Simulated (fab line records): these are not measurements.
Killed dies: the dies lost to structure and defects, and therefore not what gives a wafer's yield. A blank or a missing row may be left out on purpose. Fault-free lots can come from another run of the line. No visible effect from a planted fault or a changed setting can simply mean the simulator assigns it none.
Chamber matching ; flow rit_cmos ; 4 sister chambers for RIT_ACTIVE_ETCH_13 on rie_diel-03
The step etches Si3N4 in SF6, stops on SiO2, time 210 s, target depth 210 nm. 4 wafers are shown with their chamber, then 7 later ones without.

## WAFERS WITH THEIR CHAMBER
wafer;chamber;throttle_valve_pct (%)
L508.2;3;7.51
L515.2;2;7.45
L516.1;0;7.61
L516.4;1;7.61

## WAFERS MISSING THEIR CHAMBER
wafer;throttle_valve_pct (%)
L516.6;7.46
L518.1;7.51
L518.4;7.48
L518.6;7.50
L523.1;7.49
L523.5;7.50
L523.6;7.48

## WHICH CHAMBER EACH WENT THROUGH
wafer;from the rows above;in truth
L516.6;2;2
L518.1;3;3
L518.4;can't be placed: 3 or 2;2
L518.6;3;3
L523.1;can't be placed: 3 or 2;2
L523.5;3;3
L523.6;can't be placed: 3 or 2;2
Placed correctly: 4 of 7. These rows do not allow placing 3 (true chamber among the candidates in 3). Wrongly placed: 0.
How it was worked out, from the rows above alone: a wafer's distance from a chamber is the root of the sum, over the readings, of the square of ((its reading less the chamber's mean) divided by the reading's scatter). If the next closest chamber is less than 2 further off than the closest, the wafer can't be placed; otherwise it belongs to the closest. Each chamber's mean is taken over the wafers shown for it. The scatter: with one shown wafer a chamber, the root of the mean of the squares of how far each hidden wafer lies from its nearest shown one.
